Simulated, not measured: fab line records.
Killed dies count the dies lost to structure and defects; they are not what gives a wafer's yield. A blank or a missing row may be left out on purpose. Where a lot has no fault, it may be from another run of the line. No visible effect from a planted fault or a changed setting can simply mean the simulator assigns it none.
Which tool was responsible? ; flow berkeley cmos170 ; 7 lots with 21 wafers sampled at 2 steps, on a route of 331 steps

WHAT EACH GAUGE READ, for each wafer
UCB170_PVT_TW_MEAS_09.
lot;measured;on;PVT_TW
L651;day 7 00:41;film metro-04;511 510 511
L652;day 7 07:29;film metro-04;513 511 510
L662;day 9 00:11;film metro-01;501 498 501
L661;day 9 01:28;film metro-04;512 513 512
L664;day 10 05:47;film metro-02;504 506 506
L671;day 10 19:26;film metro-04;510 508 510
L673;day 11 06:47;film metro-01;505 503 505

WHAT TOOL EACH LOT RAN ON (gives the tool, then ch and the chambers of the sampled wafers, and finally the start)
lot;UCB170_PFIELD_IMPLANT_07
L651;implanter-01 ch 0, day 5 01:37
L652;implanter-02 ch 0, day 5 18:59
L662;implanter-01 ch 0, day 7 09:07
L661;implanter-02 ch 0, day 7 09:24
L664;implanter-03 ch 0, day 8 12:16
L671;implanter-03 ch 0, day 9 05:16
L673;implanter-03 ch 0, day 9 15:16
- UCB170_PFIELD_IMPLANT_07

THE ANSWER, worked out from the rows above alone
Rule: the lots themselves supply what counts as usual. Put in order of their means at a reading, lots are off if they are a third of the lots or fewer, leave a main group of 4 or more, and stand apart from it by a gap of 3 or more times the standard deviation of the main group's means; of several such gaps the widest counts. A main group whose means are all the same, to the digits that the tables above print for the reading, isn't used. A lot without any number at a reading at which 4 lots or more have one is off too. Where the step has rows for the other lots, those lots are counted as sound.
No lot is off on any of the readings shown, so nothing can be concluded from this.

WHAT THE SIMULATOR HAD PUT IN
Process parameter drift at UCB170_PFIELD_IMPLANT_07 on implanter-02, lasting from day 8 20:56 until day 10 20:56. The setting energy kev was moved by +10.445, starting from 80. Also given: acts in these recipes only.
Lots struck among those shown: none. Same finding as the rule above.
